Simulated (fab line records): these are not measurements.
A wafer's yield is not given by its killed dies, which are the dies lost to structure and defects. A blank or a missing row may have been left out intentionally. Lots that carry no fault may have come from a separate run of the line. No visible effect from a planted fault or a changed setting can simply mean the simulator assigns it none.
A struck lot beside a sound one -- flow rit-cmos -- 28 steps out of a route of 202
Sound: wafers L450.2, L450.4, L450.5. Struck: wafers L468.2, L468.5. (L468.1 of the same lot was not struck and is left out.) The cause comes at the end.
Per side, at each step with rows, come the tool, then ch with its chambers, and then its first start. Under that, the readings that differ: sound wafers -- struck wafers -- difference of the means -- sigmas: that difference in standard deviations of wafers without a fault.
alike: same words and numbers on both sides, and readings whose means sit less than 2 such deviations apart. not compared: any withheld reading, any reading some wafer has no value for, any bound like >300 that may hide the same value, and any number with overlapping values for which the record gives no deviation.
A row with sigmas, a row that says differs or no value, or rows on one side alone: a step with any of these is where the two part. Numbers that don't overlap but have no deviation are shown without sigmas and don't part them. A reading that every wafer of one side lacks parts them only if that side has two wafers or more.

RIT_SDANNEAL_RTA_03: time 5 s.
  sound on rtp-anneal-02 ch 0, day 3 18:34; struck on rtp-anneal-02 ch 0, day 7 12:26
  alike: wafer_temp_C_max
RIT_SDANNEAL_RS_MEAS_04: measures by four-point-probe.
  sound on film-metro-04, day 3 18:38; struck on film-metro-01, day 7 12:30
  alike: PSD_RS
RIT_SDANNEAL_RS_MEAS_05: measures by four-point-probe.
  sound on film-metro-04, day 3 18:45; struck on film-metro-01, day 7 12:37
  alike: NSD_RS
RIT_SDANNEAL_RS_MEAS_06: measures by four-point-probe.
  sound on film-metro-04, day 3 18:52; struck on film-metro-01, day 7 12:44
  alike: PLDD_RS
RIT_SDANNEAL_RS_MEAS_07: measures by four-point-probe.
  sound on film-metro-04, day 3 18:59; struck on film-metro-01, day 7 12:52
  alike: NLDD_RS
then, 1 step without rows for these wafers: RIT_SILICIDE_WET_ETCH_00 (etches SiO2 in BOE, target depth 14 nm, time 15 s).
RIT_SILICIDE_SPUTTER_01: material Ti, target thk 30 nm, time 240 s.
  sound on pvd-sputter-03, day 3 19:06; struck on pvd-sputter-03, day 7 12:59
  alike: chamber-pressure-pa, substrate-temp-c, throttle-valve-pct
RIT_SILICIDE_RS_MEAS_02: measures by four-point-probe.
  sound on film-metro-02, day 3 19:16; struck on film-metro-01, day 7 13:08
reading,sound,struck,difference,sigmas
SILICIDE_TI_RS (ohm/sq),46.9 46.9 46.7,49.3 47.6,+1.6,+2
RIT_SILICIDE_THK_MEAS_03: measures by xrf.
  sound on film-metro-02, day 3 19:23; struck on film-metro-01, day 7 13:16
reading,sound,struck,difference,sigmas
SILICIDE_TI_THK (nm),30.2 30.2 30.3,29.0 29.7,-0.9,-2
RIT_SILICIDE_RTA_04: time 10 s, ramp up 5 s, ramp down 5 s.
  sound on rtp-anneal-01 ch 0, day 3 19:26; struck on rtp-anneal-01 ch 0, day 7 13:19
  alike: wafer_temp_C_max
then, 1 step without rows for these wafers: RIT_SILICIDE_WET_ETCH_05 (etches Ti in SPM, time 120 s).
RIT_SILICIDE_RTA_06: time 10 s, ramp up 5 s, ramp down 10 s.
  sound on rtp-anneal-02 ch 0, day 3 19:34; struck on rtp-anneal-02 ch 0, day 7 13:26
  alike: wafer_temp_C_max
RIT_CONTACT_CVD_00: deposits SiO2 from TEOS, target thk 400 nm, time 61 s.
  sound on pecvd-03 ch 0,1,2, day 3 19:37; struck on pecvd-02 ch 1, day 7 13:30
reading,sound,struck,difference,sigmas
model.SiO2_of_CONTACT_CVD_00.thk-nm (nm),398 400.1 401.4,535.2 543.7,+139.6,
  alike: heater-power-w
RIT_CONTACT_THK_MEAS_01:
  sound on film-metro-04, day 3 19:40; struck on film-metro-04, day 7 13:47
reading,sound,struck,difference,sigmas
CONTACT_TEOS_THK (nm),398 400 402,535 544,+140,+24
  not compared: hold
then, 5 steps without rows for these wafers: RIT_CONTACT_COAT_03 (resist thk 1000 nm); RIT_CONTACT_SOFTBAKE_04 (time 60 s); RIT_CONTACT_EXPOSE_05 (exposes mask M11, target cd 1000 nm); RIT_CONTACT_PEB_06; RIT_CONTACT_DEVELOP_07 (develop time 120 s).
RIT_CONTACT_CD_MEAS_08: target cd 1000 nm.
  sound on cd-sem-02, day 3 20:50; struck on cd-sem-01, day 7 18:02
  alike: cd-nm
RIT_CONTACT_OVL_MEAS_09:
  sound on overlay-01, day 3 20:56; struck on overlay-02, day 7 18:10
  alike: CONTACT_OVL
then, 1 step without rows for these wafers: RIT_CONTACT_HARDBAKE_10 (time 60 s).
RIT_CONTACT_ETCH_11: etches SiO2 in CHF3/CF4/Ar, stops on TiSi2, target depth 480 nm, time 320 s.
  sound on rie-diel-03 ch 0,1,2, day 3 21:07; struck on rie-diel-03 ch 2,3, day 7 18:20
reading,sound,struck,difference,sigmas
model.CONTACT.feature-depth-nm (nm),398 400.1 401.4,477.2 474.4,+76.0,
model.etch.depth-nm (nm),398 400.1 401.4,477.2 474.4,+76.0,
  alike: chamber-pressure-mTorr, drypump-motor-current-A, oes-product-au, throttle-valve-pct
  not compared: rf-hours-counter-h
RIT_CONTACT_STRIP_12: strips in O2, time 180 s.
  sound on plasma-asher-02 ch 0,1, day 3 21:19; struck on plasma-asher-04 ch 0,1, day 7 18:32
  alike: chamber-pressure-mTorr, drypump-motor-current-A
  not compared: rf-hours-counter-h
RIT_CONTACT_CD_MEAS_90: target cd 1000 nm.
  sound on cd-sem-02, day 3 21:31; struck on cd-sem-02, day 7 19:07
  alike: cd-nm
RIT_CONTACT_CLEAN_13: cleans in SC1, time 600 s.
  sound on wet-bench-03 ch 1, day 3 21:37; struck on wet-bench-02 ch 0, day 7 19:29
reading,sound,struck,difference,sigmas
model.SiO2_of_CONTACT_CVD_00.thk-nm (nm),393.9 396 397.3,531.1 539.6,+139.6,
then, 1 step without rows for these wafers: RIT_CONTACT_CLEAN_14 (cleans in SC2, time 600 s).
RIT_M1_PROBE_99:
  sound on prober-01, day 4 02:13; struck on prober-01, day 7 23:56
reading,sound,struck,difference,sigmas
hold,- - -,await-dispo/1.3h/release await-dispo/1.3h/release,no value on the sound wafers,
killed-at-contacts,0 0 0,255 258,+256,+99 or more
killed-dies,12 4 6,264 264,+257,+80
killed-on-rim,3 2 3,70 70,+67,+48
  alike: killed-at-front-end, killed-open, killed-short

WHERE THEY PART
Last at RIT_M1_PROBE_99 as far as this record goes, first at RIT_SILICIDE_RS_MEAS_02.

WHY: whatever the simulator had introduced
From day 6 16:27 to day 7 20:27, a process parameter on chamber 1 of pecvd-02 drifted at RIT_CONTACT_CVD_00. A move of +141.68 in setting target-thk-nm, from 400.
